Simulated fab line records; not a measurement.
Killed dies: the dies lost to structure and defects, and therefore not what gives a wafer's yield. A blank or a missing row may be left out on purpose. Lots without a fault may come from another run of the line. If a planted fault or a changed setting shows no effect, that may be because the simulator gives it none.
What tool caused it? + flow rit-cmos + 42 wafers from 14 lots sampled at 2 of the route's 202 steps

## WHAT THE GAUGES SHOWED, per wafer
The record holds no reading of a measuring or inspecting step that can be judged against a usual standard deviation.

## EACH LOT AND THE TOOL THAT RAN IT (in order: tool; ch and the chambers of the sampled wafers; start)
| lot  | RIT_GATE_CLEAN_02              | RIT_M1_PROBE_99        |
|------|--------------------------------|------------------------|
| L776 | wet-bench-04 ch 0, day 2 19:04 | -                      |
| L778 | wet-bench-04 ch 0, day 2 23:38 | -                      |
| L780 | wet-bench-04 ch 2, day 3 09:59 | -                      |
| L781 | wet-bench-04 ch 1, day 3 13:13 | -                      |
| L782 | wet-bench-04 ch 0, day 3 16:31 | -                      |
| L783 | wet-bench-02 ch 0, day 3 20:44 | prober-01, day 5 02:46 |
| L785 | wet-bench-04 ch 1, day 4 13:29 | -                      |
| L786 | wet-bench-01 ch 0, day 4 14:46 | -                      |
| L787 | wet-bench-04 ch 3, day 4 18:59 | -                      |
| L789 | wet-bench-01 ch 0, day 5 04:08 | -                      |
| L794 | wet-bench-01 ch 1, day 6 04:53 | -                      |
| L795 | wet-bench-04 ch 1, day 6 10:01 | prober-01, day 7 13:33 |
| L796 | wet-bench-02 ch 2, day 6 15:02 | -                      |
| L797 | wet-bench-04 ch 2, day 6 19:17 | prober-01, day 7 23:25 |
- RIT_GATE_CLEAN_02: cleans in dHF, time 30 s.
- RIT_M1_PROBE_99

## AS READ BY THE TOOLS THEMSELVES (means over the sampled wafers that have a number; for cases with no such wafer, the mark the record gives instead)
RIT_M1_PROBE_99.
| lot  | tool      | killed-at-contacts | killed-at-front-end | killed-dies | killed-on-rim | killed-open | killed-short |
|------|-----------|--------------------|---------------------|-------------|---------------|-------------|--------------|
| L783 | prober-01 | 0.0                | 9                   | 9           | 3             | 4.3         | 4.3          |
| L795 | prober-01 | 0.0                | 39                  | 39          | 9             | 3.7         | 3.3          |
| L797 | prober-01 | 0.0                | 31                  | 31          | 11            | 5.3         | 1.7          |

## THE ANSWER, worked out from the rows above alone
Rule: usual is defined by the lots themselves. Put in order of their means at a reading, lots are off if they are a third of the lots or fewer, leave a main group of 4 or more, and stand apart from it by a gap of 3 or more times the standard deviation of the main group's means; of several such gaps the widest counts. If all means in a main group match to the digits the tables above print for the reading, that group is not used. Also off: a lot with no number at a reading for which 4 or more lots have one. Any other lot the step has rows for is counted as sound. The gauges are gone through in route order, then the tools' own readings, and for those a lot's mean is taken as printed above. The first step at which some lot is off is used, and at that step the reading that is off furthest; a lot without a number counts as furthest.
None of the lots is off at any reading shown; this tells nothing.

## WHAT WAS PUT IN BY THE SIMULATOR
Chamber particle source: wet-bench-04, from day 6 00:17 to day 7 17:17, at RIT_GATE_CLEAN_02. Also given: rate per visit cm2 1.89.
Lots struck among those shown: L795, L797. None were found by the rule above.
